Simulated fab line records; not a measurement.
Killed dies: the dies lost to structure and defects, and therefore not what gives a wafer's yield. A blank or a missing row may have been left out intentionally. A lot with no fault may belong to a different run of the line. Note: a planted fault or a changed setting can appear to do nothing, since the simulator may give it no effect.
Which tool did it? / flow rit cmos / 21 wafers from 7 lots sampled at 2 of the route's 202 steps

== WHAT THE GAUGES SHOWED, per wafer ==
RIT_PRETRO_TW_MEAS_10.
lot=L330; measured=day 2 16:27; on=film metro-02; PRETRO_TW=473 472 471
lot=L332; measured=day 2 23:39; on=film metro-01; PRETRO_TW=469 473 469
lot=L334; measured=day 3 10:59; on=film metro-01; PRETRO_TW=472 472 473
lot=L342; measured=day 5 01:14; on=film metro-02; PRETRO_TW=409 412 412
lot=L345; measured=day 5 17:20; on=film metro-01; PRETRO_TW=470 470 472
lot=L350; measured=day 6 16:22; on=film metro-04; PRETRO_TW=479 480 477
lot=L352; measured=day 7 03:44; on=film metro-01; PRETRO_TW=475 473 472

== TOOL THAT RAN EACH LOT (tool first, then ch and the chambers of the sampled wafers, then the start) ==
lot=L330; RIT_PRETRO_IMPLANT_08=implanter-01 ch 0, day 2 16:08
lot=L332; RIT_PRETRO_IMPLANT_08=implanter-01 ch 0, day 2 23:20
lot=L334; RIT_PRETRO_IMPLANT_08=implanter-03 ch 0, day 3 10:39
lot=L342; RIT_PRETRO_IMPLANT_08=implanter-03 ch 0, day 5 00:55
lot=L345; RIT_PRETRO_IMPLANT_08=implanter-02 ch 0, day 5 17:03
lot=L350; RIT_PRETRO_IMPLANT_08=implanter-02 ch 0, day 6 16:04
lot=L352; RIT_PRETRO_IMPLANT_08=implanter-01 ch 0, day 7 03:16
- RIT_PRETRO_IMPLANT_08

== THE ANSWER, worked out from the rows above alone ==
Rule: what is usual is taken from the lots themselves. The widest of any qualifying gaps counts: lots, ordered by their means at a reading, are off when they make up no more than a third of the lots, leave a main group of 4 or more, and stand apart from it by 3 or more times the standard deviation of that group's means. The tables above print the reading to a certain number of digits; a main group whose means all agree to those digits is not used. A lot without any number at a reading at which 4 lots or more have one is off too. The other lots that the step has rows for count as sound.
Off: L342, seen at RIT_PRETRO_TW_MEAS_10 (PRETRO_TW). For the main group the mean is 473 and the standard deviation 2.8.
If a tool, at a process step before that reading, ran all the lots that are off and no sound lot after the first of them, it fits. Gauges at RIT_PRETRO_TW_MEAS_10: tried the same way as those tools. Undecided on this evidence; 2 tools fit (implanter-03 at RIT_PRETRO_IMPLANT_08, film metro-02 at RIT_PRETRO_TW_MEAS_10).

== WHAT THE SIMULATOR HAD INSERTED ==
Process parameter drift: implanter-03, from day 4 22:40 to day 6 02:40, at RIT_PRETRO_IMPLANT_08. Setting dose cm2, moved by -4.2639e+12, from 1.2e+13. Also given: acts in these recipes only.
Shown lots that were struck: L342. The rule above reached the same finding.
